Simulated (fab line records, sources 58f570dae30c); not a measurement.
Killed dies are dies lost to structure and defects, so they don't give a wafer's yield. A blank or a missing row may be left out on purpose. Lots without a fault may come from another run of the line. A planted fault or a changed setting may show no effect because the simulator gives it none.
Which tool did it? | flow berkeley_cmos170 | 8 lots, 24 wafers sampled, at 1 step of a route of 331

WHAT THE GAUGES READ, wafer by wafer
UCB170_NWELL_OVL_MEAS_12.
lot  | measured    | on         | NWELL_OVL (nm)
L508 | day 2 15:42 | overlay-02 | -5 1 -1
L510 | day 3 03:18 | overlay-01 | -7 -7 -5
L514 | day 4 01:47 | overlay-01 | -2 -7 -6
L516 | day 4 17:02 | overlay-01 | 1 5 -2
L518 | day 5 00:17 | overlay-02 | -4 -3 -7
L522 | day 5 13:31 | overlay-01 | 3 1 4
L526 | day 6 08:22 | overlay-02 | 1 -11 -5
L530 | day 6 22:55 | overlay-02 | 6 3 10

WHICH TOOL RAN EACH LOT (tool, then ch and the chambers of the sampled wafers, then the start)
The record holds no process step before these readings.

THE ANSWER, worked out from the rows above alone
Rule: what is usual is taken from the lots themselves. Put in order of their means at a reading, lots are off if they are a third of the lots or fewer, leave a main group of 4 or more, and stand apart from it by a gap of 3 or more times the standard deviation of the main group's means; of several such gaps the widest counts. A main group whose means are all the same, to the digits that the tables above print for the reading, isn't used. A lot without any number at a reading at which 4 lots or more have one is off too. The other lots that the step has rows for count as sound.
No lot is off at any reading shown: from this, nothing can be told.

WHAT THE SIMULATOR HAD PUT IN
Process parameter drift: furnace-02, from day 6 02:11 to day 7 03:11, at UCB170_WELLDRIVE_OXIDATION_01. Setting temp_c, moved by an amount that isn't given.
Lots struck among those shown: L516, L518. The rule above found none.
